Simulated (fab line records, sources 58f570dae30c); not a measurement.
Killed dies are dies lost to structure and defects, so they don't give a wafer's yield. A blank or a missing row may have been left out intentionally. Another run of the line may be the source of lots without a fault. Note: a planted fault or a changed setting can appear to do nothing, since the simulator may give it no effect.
Code-filled problem report in 8D (eight disciplines) form	flow berkeley cmos170	the parts of the form that need people (team, actions taken, sign-off) are left out

== 1. PROBLEM STATEMENT ==
Mean of run length s at UCB170_M3_SOFTBAKE_11: 94.15 s across 9 wafers in 3 lots; on wafers with no fault it is 89.24 s (standard deviation 0.23). Relative to the usual mean, that is a shift of +21 standard deviations.
The step: time 60 s.
Seen first at day 11 15:00 on litho track-02, wafer L343.1. The record holds 45 wafers of 15 lots with a number at this step. By rule, "out" or "out of limits" means more than 4 standard deviations away from the usual mean. All remaining wafers that have a number are taken as sound.

== 2. WHAT IT IS; WHAT IT IS NOT ==
question	is	is not
which readings at this step	run length s	-
which lots	L343, L345, L350	L331, L332, L333, L334, L336, L337, L338, L342, L351, L352, L353, L354
which wafers of those lots	all that have a number	-
read on which tools	litho track-02	litho track-01, litho track-04
when	from day 11 15:00	up to then (24 sound wafers); but 12 sound wafers of L351, L352, L353, L354 came after

== 3. THE SUSPECTS, EACH WITH WHAT RULES IT OUT ==
Counting: a tool stays on the suspect list if, at a process step up to the reading, it processed all lots that are out and no sound lot following the first of them.
- litho track-02 at UCB170_M3_SOFTBAKE_11 (time 60 s): kept. It processed each lot that is out, first L343 at day 11 15:00, and no sound lot thereafter; up to then, the last sound lot it processed was L342 at day 10 22:00. Its own readings are out on those wafers: run length s.
The count leaves litho track-02 at UCB170_M3_SOFTBAKE_11.

== 4. THE CAUSE (what the simulator had put in) ==
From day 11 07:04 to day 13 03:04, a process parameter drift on litho track-02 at UCB170_M3_SOFTBAKE_11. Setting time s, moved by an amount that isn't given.
After counting, this tool was the only one left.

== 5. THE EFFECT CHAIN, in route order ==
Rows list readings where the struck wafers' mean (over those with a number) sits beyond 3 standard deviations from the usual. Only readings whose record carries a usual standard deviation are examined. hours: median over the lots of the time between each lot's start at the first step of this table that gives one and its start at this step. sigmas: the change, counted in usual standard deviations.
hours	step	reading	usual	on struck wafers	change	sigmas
0	UCB170_M3_SOFTBAKE_11	run length s	89.24 s	94.15	+4.91	+21
Here are the process steps it includes:
- UCB170_M3_SOFTBAKE_11: time 60 s.

== 6. WHAT WOULD HAVE CAUGHT IT SOONER ==
First out-of-limits reading in this record: day 11 15:00, which is 8 hours after fault onset at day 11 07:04.
